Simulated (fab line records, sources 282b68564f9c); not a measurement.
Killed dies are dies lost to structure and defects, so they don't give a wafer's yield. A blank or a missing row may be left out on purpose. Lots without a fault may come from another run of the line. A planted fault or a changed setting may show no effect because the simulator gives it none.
Which tool did it? | flow rit_cmos | 13 lots, 39 wafers sampled, at 2 steps of a route of 202

WHAT THE GAUGES READ, wafer by wafer
RIT_PLDD_OVL_MEAS_06.
lot  | measured    | on         | PLDD_OVL (nm)
L754 | day 2 19:05 | overlay-01 | -0.9 -1.7 1.0
L755 | day 2 23:56 | overlay-02 | -2.7 -1.2 -1.3
L756 | day 3 05:08 | overlay-01 | -2.8 -0.1 -4.5
L757 | day 3 10:28 | overlay-01 | -1.5 -1.7 -1.0
L758 | day 3 16:27 | overlay-01 | -2.3 -2.4 0.7
L761 | day 4 06:22 | overlay-01 | 130.3 130.0 129.2
L763 | day 4 17:17 | overlay-02 | 130.5 128.5 129.2
L765 | day 5 02:58 | overlay-01 | 129.6 131.1 131.4
L766 | day 5 06:51 | overlay-02 | -1.9 0.2 -1.0
L769 | day 5 21:12 | overlay-01 | -2.1 -2.4 -1.4
L771 | day 6 10:31 | overlay-02 | -1.7 -0.7 -0.6
L774 | day 6 23:41 | overlay-01 | 0.4 -0.6 -1.2
L777 | day 7 15:11 | overlay-02 | -1.1 -1.2 0.3

WHICH TOOL RAN EACH LOT (tool, then ch and the chambers of the sampled wafers, then the start)
lot  | RIT_PLDD_EXPOSE_03
L754 | iline_stepper-02 ch 0, day 2 18:41
L755 | iline_stepper-01 ch 0, day 2 23:34
L756 | iline_stepper-01 ch 0, day 3 04:44
L757 | iline_stepper-02 ch 0, day 3 10:04
L758 | iline_stepper-01 ch 0, day 3 16:03
L761 | iline_stepper-02 ch 0, day 4 05:58
L763 | iline_stepper-02 ch 0, day 4 16:54
L765 | iline_stepper-02 ch 0, day 5 02:34
L766 | iline_stepper-01 ch 0, day 5 06:27
L769 | iline_stepper-01 ch 0, day 5 20:49
L771 | iline_stepper-01 ch 0, day 6 10:08
L774 | iline_stepper-01 ch 0, day 6 23:18
L777 | iline_stepper-01 ch 0, day 7 14:49
- RIT_PLDD_EXPOSE_03: exposes mask M8, target cd 40900 nm.

WHAT THE TOOLS THEMSELVES READ (means of the sampled wafers that have a number; where no wafer has one, the mark that the record gives instead)
The record holds no such reading with a usual standard deviation.

THE ANSWER, worked out from the rows above alone
Rule: what is usual is taken from the lots themselves. Put in order of their means at a reading, lots are off if they are a third of the lots or fewer, leave a main group of 4 or more, and stand apart from it by a gap of 3 or more times the standard deviation of the main group's means; of several such gaps the widest counts. A main group whose means are all the same, to the digits that the tables above print for the reading, isn't used. A lot without any number at a reading at which 4 lots or more have one is off too. The other lots that the step has rows for count as sound. The gauges are gone through in route order, then the tools' own readings, and for those a lot's mean is taken as printed above. The first step at which some lot is off is used, and at that step the reading that is off furthest; a lot without a number counts as furthest.
Off: L761, L763, L765, at RIT_PLDD_OVL_MEAS_06 (PLDD_OVL). The main group: mean -1.2 nm, standard deviation 0.63.
A tool fits if, at a process step before that reading, it ran every lot that is off, and no sound lot after the first of them. The gauges at RIT_PLDD_OVL_MEAS_06 are tried like those tools. One fits: iline_stepper-02 at RIT_PLDD_EXPOSE_03. Its last sound lot is L757 (day 3 10:04), its first lot that is off L761 (day 4 05:58): a fault that began between those two fits.

WHAT THE SIMULATOR HAD PUT IN
Scanner matching overlay: iline_stepper-02, from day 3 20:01 on, at RIT_PLDD_EXPOSE_03. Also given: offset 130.
Lots struck among those shown: L761, L763, L765. The rule above found the same.
